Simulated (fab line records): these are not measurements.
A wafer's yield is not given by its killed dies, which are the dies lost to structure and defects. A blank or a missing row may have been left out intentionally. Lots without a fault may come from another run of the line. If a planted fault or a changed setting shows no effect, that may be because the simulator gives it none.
A lot that was struck, set against a sound lot || flow ritCmos || 34 steps out of a route of 202
Sound: these wafers, L226.1, L226.3, L226.4. The struck wafers were L230.2, L230.5, L230.6. At the end, the cause is stated.
Order at every step that has rows: each side's tool, ch and its chambers, its first start. Under that, the readings that differ: sound wafers || struck wafers || difference of the means || sigmas: that difference in standard deviations of wafers without a fault.
alike: readings with means less than 2 such deviations apart, plus words and numbers identical on both sides. not compared: withheld readings, readings lacking a value on some wafer, bounds such as >300 that could conceal the same value, and numbers that have no deviation in the record and whose values overlap.
Wherever a step has rows on one side only, a row that says differs or no value, or a row with sigmas, the two part there. Numbers that have no deviation but don't overlap get no sigmas and don't part them. Lack of a reading on every wafer of one side parts them only where that side has two or more wafers.

first, 2 steps without rows for these wafers: RIT_SPACER_CLEAN_02 (cleans in SC2, time 600 s); RIT_SPACER_CVD_03 (deposits Si3N4 from SiH2Cl2/NH3, target thk 250 nm, time 3300 s).
RIT_SPACER_THK_MEAS_04:
  sound on filmMetro-03 at day 4 23:01; struck on filmMetro-01 at day 5 15:16
  alike: SPACER_NITRIDE_THK
RIT_SPACER_ETCHBACK_05: etches Si3N4 in SF6/CHF3, stops on SiO2, target depth 250 nm, time 240 s.
  sound on rieDiel-01 ch 0,1,3, day 4 23:05; struck on rieDiel-01 ch 0,2, day 5 15:19
{"reading": "oesProductAu (a.u.)", "sound": "0.865 0.876 0.869", "struck": "0.837 0.857 0.840", "difference": -0.025, "sigmas": -2}
  alike: drypumpMotorCurrentA, throttleValvePct
  not compared: rfHoursCounterH
then, 6 steps without rows for these wafers: RIT_NSD_HMDS_00 (prime time 60 s); RIT_NSD_COAT_01 (resist thk 1000 nm); RIT_NSD_SOFTBAKE_02 (time 60 s); RIT_NSD_EXPOSE_03 (exposes mask M9, target cd 40700 nm); RIT_NSD_PEB_04; RIT_NSD_DEVELOP_05 (develop time 50 s).
RIT_NSD_OVL_MEAS_06:
  sound on overlay-02 at day 5 00:05; struck on overlay-01 at day 5 16:20
  alike: NSD_OVL
then, 1 step without rows for these wafers: RIT_NSD_HARDBAKE_07 (time 60 s).
RIT_NSD_IMPLANT_08:
  sound on implanter-01 ch 0, day 5 00:16; struck on implanter-01 ch 0, day 5 16:32
{"reading": "doseIonsCm2", "sound": "1.0012e+15 9.989e+14 9.986e+14", "struck": "1.1671e+15 1.1667e+15 1.1668e+15", "difference": "+1.6730e+14", "sigmas": "+99 or more"}
{"reading": "faradayCurrentUA", "sound": "3077 3149 3071", "struck": "3624 3602 3563", "difference": "+497", "sigmas": "+8"}
RIT_NSD_STRIP_09: strips in O2, time 180 s.
  sound on plasmaAsher-02 ch 0,1, day 5 00:25; struck on plasmaAsher-02 ch 0,1, day 5 16:40
  alike: drypumpMotorCurrentA
  not compared: rfHoursCounterH
RIT_NSD_TW_MEAS_10:
  sound on filmMetro-01 at day 5 00:36; struck on filmMetro-01 at day 5 16:51
{"reading": "NSD_TW", "sound": "3115 3102 3108", "struck": "3202 3188 3208", "difference": "+91", "sigmas": "+5"}
then, 6 steps without rows for these wafers: RIT_PSD_HMDS_00 (prime time 60 s); RIT_PSD_COAT_01 (resist thk 1000 nm); RIT_PSD_SOFTBAKE_02 (time 60 s); RIT_PSD_EXPOSE_03 (exposes mask M10, target cd 40900 nm); RIT_PSD_PEB_04; RIT_PSD_DEVELOP_05 (develop time 50 s).
RIT_PSD_OVL_MEAS_06:
  sound on overlay-01 at day 5 01:46; struck on overlay-01 at day 5 17:53
{"reading": "PSD_OVL (nm)", "sound": "3.2 2.7 3.6", "struck": "-1.8 -0.6 -1.7", "difference": -4.5, "sigmas": -3}
then, 2 steps without rows for these wafers: RIT_PSD_HARDBAKE_07 (time 60 s); RIT_PSD_IMPLANT_08.
RIT_PSD_STRIP_09: strips in O2, time 180 s.
  sound on plasmaAsher-03 ch 0,1, day 5 02:06; struck on plasmaAsher-03 ch 0,1, day 5 18:13
  alike: drypumpMotorCurrentA
  not compared: rfHoursCounterH
RIT_PSD_TW_MEAS_10:
  sound on filmMetro-02 at day 5 02:16; struck on filmMetro-02 at day 5 18:23
  alike: PSD_TW
then, 3 steps without rows for these wafers: RIT_SDANNEAL_CLEAN_00 (cleans in SC1, time 600 s); RIT_SDANNEAL_CLEAN_01 (cleans in dHF, time 30 s); RIT_SDANNEAL_CLEAN_02 (cleans in SC2, time 600 s).
RIT_SDANNEAL_RTA_03: time 5 s.
  sound on rtpAnneal-02 ch 0, day 5 02:42; struck on rtpAnneal-02 ch 0, day 5 18:49
  alike: rampUpCPerS, wafer_temp_C_max
RIT_SDANNEAL_RS_MEAS_04: measures by four-point-probe.
  sound on filmMetro-01 at day 5 02:46; struck on filmMetro-01 at day 5 18:53
  alike: PSD_RS
RIT_SDANNEAL_RS_MEAS_05: measures by four-point-probe.
  sound on filmMetro-01 at day 5 02:53; struck on filmMetro-01 at day 5 19:01
{"reading": "NSD_RS (ohm/sq)", "sound": "84.7 84.7 84.8", "struck": "75.1 75.3 75.2", "difference": -9.5, "sigmas": -29}
RIT_SDANNEAL_RS_MEAS_06: measures by four-point-probe.
  sound on filmMetro-01 at day 5 03:00; struck on filmMetro-01 at day 5 19:08
  alike: PLDD_RS
RIT_M1_PROBE_99:
  sound on prober-01 at day 6 07:36; struck on prober-01 at day 6 09:09
  alike: killedAtContacts, killedAtFrontEnd, killedDies, killedOpen, killedShort

== WHERE THEY PART ==
Last at RIT_SDANNEAL_RS_MEAS_05 as far as this record goes, first at RIT_SPACER_ETCHBACK_05. Later steps at which nothing parts them and some readings are alike: RIT_SDANNEAL_RS_MEAS_06, RIT_M1_PROBE_99.

WHY: what had been put in by the simulator
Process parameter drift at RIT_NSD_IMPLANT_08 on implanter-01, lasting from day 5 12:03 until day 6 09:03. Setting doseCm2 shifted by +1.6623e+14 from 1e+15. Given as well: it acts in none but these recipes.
